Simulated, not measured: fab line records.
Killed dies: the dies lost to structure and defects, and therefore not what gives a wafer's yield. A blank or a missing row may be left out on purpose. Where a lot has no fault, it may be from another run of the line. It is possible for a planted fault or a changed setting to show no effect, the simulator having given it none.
Matching of chambers + flow berkeleyCmos170 + 4 sister chambers for UCB170_ACTIVE_ETCH_15 on rieDiel-04
The step etches Si3N4 in CH3F/Ar/O2, stops on SiO2, target depth 242 nm, time 151 s. 4 wafers are shown with their chamber, then 7 later ones without.

== WAFERS, EACH WITH ITS CHAMBER ==
| wafer  | chamber | drypumpMotorCurrentA (A) |
|--------|---------|--------------------------|
| L191.3 | 1       | 5.5                      |
| L191.6 | 3       | 6.7                      |
| L194.2 | 2       | 6.7                      |
| L194.3 | 0       | 6.3                      |

== WAFERS WITH NO CHAMBER GIVEN ==
| wafer  | drypumpMotorCurrentA (A) |
|--------|--------------------------|
| L194.4 | 6.7                      |
| L195.1 | 5.5                      |
| L195.3 | 6.7                      |
| L195.6 | 5.5                      |
| L198.1 | 5.5                      |
| L198.2 | 6.8                      |
| L198.5 | 5.5                      |

== WHICH CHAMBER EACH WENT THROUGH ==
| wafer  | from the rows above     | in truth |
|--------|-------------------------|----------|
| L194.4 | can't be placed: 2 or 3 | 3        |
| L195.1 | 1                       | 1        |
| L195.3 | can't be placed: 2 or 3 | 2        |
| L195.6 | 1                       | 1        |
| L198.1 | 1                       | 1        |
| L198.2 | can't be placed: 2 or 3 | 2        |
| L198.5 | 1                       | 1        |
Correctly placed: 4 of 7. Cannot be placed on the basis of these rows: 3; the candidates contain the true chamber in 3. Placed wrongly: 0.
How it was worked out, from the rows above alone: a wafer's distance from a chamber is the root of the sum, over the readings, of the square of ((its reading less the chamber's mean) divided by the reading's scatter). If the next closest chamber is less than 2 further off than the closest, the wafer can't be placed; otherwise it belongs to the closest. A chamber's mean is the mean of its shown wafers. The scatter: root of mean squared gap, hidden wafer to nearest shown wafer, with one shown wafer a chamber.
